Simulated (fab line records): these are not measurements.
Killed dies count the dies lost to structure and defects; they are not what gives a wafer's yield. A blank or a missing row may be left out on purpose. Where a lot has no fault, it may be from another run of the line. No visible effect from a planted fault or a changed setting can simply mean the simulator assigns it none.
Commonality check across tools	flow berkeley_cmos170	Sampled: 14 lots, 42 wafers

## WHY THIS WAS OPENED
Flagged at UCB170_V2_CD_MEAS_12: reading cd_nm, on 2 of 14 lots. Wafers without a fault read 699.8 nm, standard deviation 1.2.
Rule: a lot gets a flag if all its wafers with a number sit over 4 standard deviations from that mean, or if no wafer of it has a number. As for the other lots, they are considered sound.

lot	measured	on	cd_nm (nm), wafer by wafer	flag
L927	day 7 13:11	cd_sem-01	698.6 698.7 699.0	
L926	day 7 17:11	cd_sem-02	697.0 698.3 697.8	
L928	day 8 05:12	cd_sem-02	699.9 698.7 699.2	
L931	day 8 16:44	cd_sem-02	700.3 700.2 699.8	
L935	day 10 02:02	cd_sem-02	698.0 697.9 699.7	
L934	day 10 02:17	cd_sem-01	700.7 701.7 700.7	
L936	day 10 06:17	cd_sem-02	754.1 754.1 754.8	FLAGGED
L937	day 10 17:47	cd_sem-01	751.2 751.3 750.0	FLAGGED
L942	day 11 00:35	cd_sem-01	699.0 700.9 700.9	
L944	day 12 02:20	cd_sem-01	698.9 699.6 699.6	
L943	day 12 03:29	cd_sem-02	698.5 697.7 697.8	
L947	day 12 16:17	cd_sem-01	701.2 701.6 700.4	
L948	day 12 17:13	cd_sem-01	700.0 699.6 700.3	
L949	day 13 03:52	cd_sem-02	700.2 701.2 702.0	
On average the flagged lots' numbers are 752.6 nm, which is +52.8 nm against the usual, or +44 standard deviations.

## TOOL THAT RAN EACH LOT
The record keeps 1 process step preceding the reading, out of 331 steps on the route. Each cell gives the tool, then ch followed by the chambers the sampled wafers passed through, then the start.
lot	flag	UCB170_V2_PEB_10
L927		litho_track-01 ch 0, day 7 12:55
L926		litho_track-02 ch 0, day 7 16:55
L928		litho_track-02 ch 0, day 8 04:56
L931		litho_track-01 ch 0, day 8 16:28
L935		litho_track-01 ch 0, day 10 01:46
L934		litho_track-01 ch 0, day 10 02:01
L936	FLAGGED	litho_track-01 ch 0, day 10 06:01
L937	FLAGGED	litho_track-01 ch 0, day 10 17:31
L942		litho_track-02 ch 0, day 11 00:19
L944		litho_track-02 ch 0, day 12 02:04
L943		litho_track-04 ch 0, day 12 03:14
L947		litho_track-04 ch 0, day 12 15:58
L948		litho_track-02 ch 0, day 12 16:56
L949		litho_track-04 ch 0, day 13 03:36
What the steps here do:
- UCB170_V2_PEB_10
- UCB170_V2_CD_MEAS_12: target cd 700 nm.

## FLAGGED OVER TOTAL, TOOL BY TOOL (the gauges that took the reading come last)
step	tool	lots run	flagged	share of the flagged lots	sound lots run after its first flagged lot
UCB170_V2_PEB_10	litho_track-01	6	2	all	0
UCB170_V2_PEB_10	litho_track-02	5	0	none	-
UCB170_V2_PEB_10	litho_track-04	3	0	none	-
UCB170_V2_CD_MEAS_12	cd_sem-01	7	1	some	4 (L942,L944,L947,L948)
UCB170_V2_CD_MEAS_12	cd_sem-02	7	1	some	2 (L943,L949)

## WHAT IS ALLOWED BY THE TABLE
In the table, 1 row covers all flagged lots: litho_track-01 at UCB170_V2_PEB_10.
- litho_track-01 at UCB170_V2_PEB_10: 2 of its 6 lots flagged. Its last sound lot is L934 (day 10 02:01), its first flagged lot L936 (day 10 06:01): a fault that began between those two fits. Its own readings (heater_power_total_W, plate_temp_C) fall more than 4 standard deviations out on all wafers of the flagged lots.
Left over: one tool, litho_track-01 at UCB170_V2_PEB_10.

## WHAT THE SIMULATOR PUT IN
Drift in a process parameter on litho_track-01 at UCB170_V2_PEB_10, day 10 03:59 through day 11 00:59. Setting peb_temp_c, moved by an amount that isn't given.
Shown lots that were struck: L936, L937. This agrees with what the rule above found.
